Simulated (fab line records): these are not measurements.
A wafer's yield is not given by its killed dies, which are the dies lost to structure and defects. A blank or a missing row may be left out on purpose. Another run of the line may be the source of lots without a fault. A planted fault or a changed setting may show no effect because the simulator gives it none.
Split-lot trial | flow berkeley-cmos170 | 23 wafers read from 5 lots, route of 331 steps

## THE SPLIT ITSELF
At UCB170_START_OXIDATION_02 (target thk 20 nm, ox time 1800 s), the setting temp-c was moved away from the recipe's 950 C on 10 of the 23 wafers read, by -2.9% to -2.4%. All remaining wafers had this setting at the recipe value.

Between the split and the reading, the file records no step.

## THE READING
START_OXIDE_THK, in nm, at UCB170_START_THK_MEAS_03. Typical for fault-free wafers on this fab line: 19.96 nm, with standard deviation 0.27 nm.

wafer  | tool, chamber at the split | temp-c as run, C | against the recipe | START_OXIDE_THK, nm | against lot-mates on the recipe
L074.2 | -, -                       | 950              | recipe             | 19.87               | -
L074.3 | -, -                       | 950              | recipe             | 19.47               | -
L074.4 | -, -                       | 950              | recipe             | 20.06               | -
L074.5 | -, -                       | 950              | recipe             | 20.31               | -
L074.6 | -, -                       | 950              | recipe             | 20.06               | -
L075.1 | -, -                       | 950              | recipe             | 20.17               | -
L075.2 | -, -                       | 950              | recipe             | 19.84               | -
L075.4 | -, -                       | 950              | recipe             | 20.25               | -
L075.5 | -, -                       | 950              | recipe             | 20.11               | -
L075.6 | -, -                       | 950              | recipe             | 20.05               | -
L076.1 | -, -                       | 922.3            | -2.9%              | 14.91               | no lot-mate on the recipe
L076.2 | -, -                       | 922.3            | -2.9%              | 14.81               | no lot-mate on the recipe
L076.3 | -, -                       | 922.3            | -2.9%              | 14.93               | no lot-mate on the recipe
L076.4 | -, -                       | 922.3            | -2.9%              | 14.64               | no lot-mate on the recipe
L076.5 | -, -                       | 922.3            | -2.9%              | 14.51               | no lot-mate on the recipe
L077.1 | -, -                       | 927              | -2.4%              | 15.58               | no lot-mate on the recipe
L077.3 | -, -                       | 927              | -2.4%              | 15.74               | no lot-mate on the recipe
L077.4 | -, -                       | 927              | -2.4%              | 15.48               | no lot-mate on the recipe
L077.5 | -, -                       | 927              | -2.4%              | 15.31               | no lot-mate on the recipe
L077.6 | -, -                       | 927              | -2.4%              | 15.34               | no lot-mate on the recipe
L080.1 | furnace-02, 0              | 950              | recipe             | 19.48               | -
L080.2 | furnace-02, 0              | 950              | recipe             | 19.57               | -
L080.6 | furnace-02, 0              | 950              | recipe             | 19.67               | -

THE FIT
A straight line over all 23 wafers: START_OXIDE_THK changes by +1.79 nm for each +1% of temp-c; r = +0.99; the points scatter about the line by 0.25 nm.
Too few moved wafers have a lot-mate on the recipe to fit a line with each lot's own level taken away.

## THE WHOLE CHAIN: every reading that the file lists as answering this split, in the file's order
step                      | what it does                     | reading                                                                            | change (the file's fit)              | r (the file's)
UCB170_START_OXIDATION_02 | target thk 20 nm, ox time 1800 s | SiO2_of_START_OXIDATION_02.thk-nm (the simulator's own value, which no gauge read) | +1.79 nm for each +1% of the setting | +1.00
UCB170_START_THK_MEAS_03  |                                  | START_OXIDE_THK                                                                    | +1.79 for each +1% of the setting    | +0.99

## FILE'S OWN FIT
START_OXIDE_THK changes by +1.79 nm for each +1% of temp-c, r = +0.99.
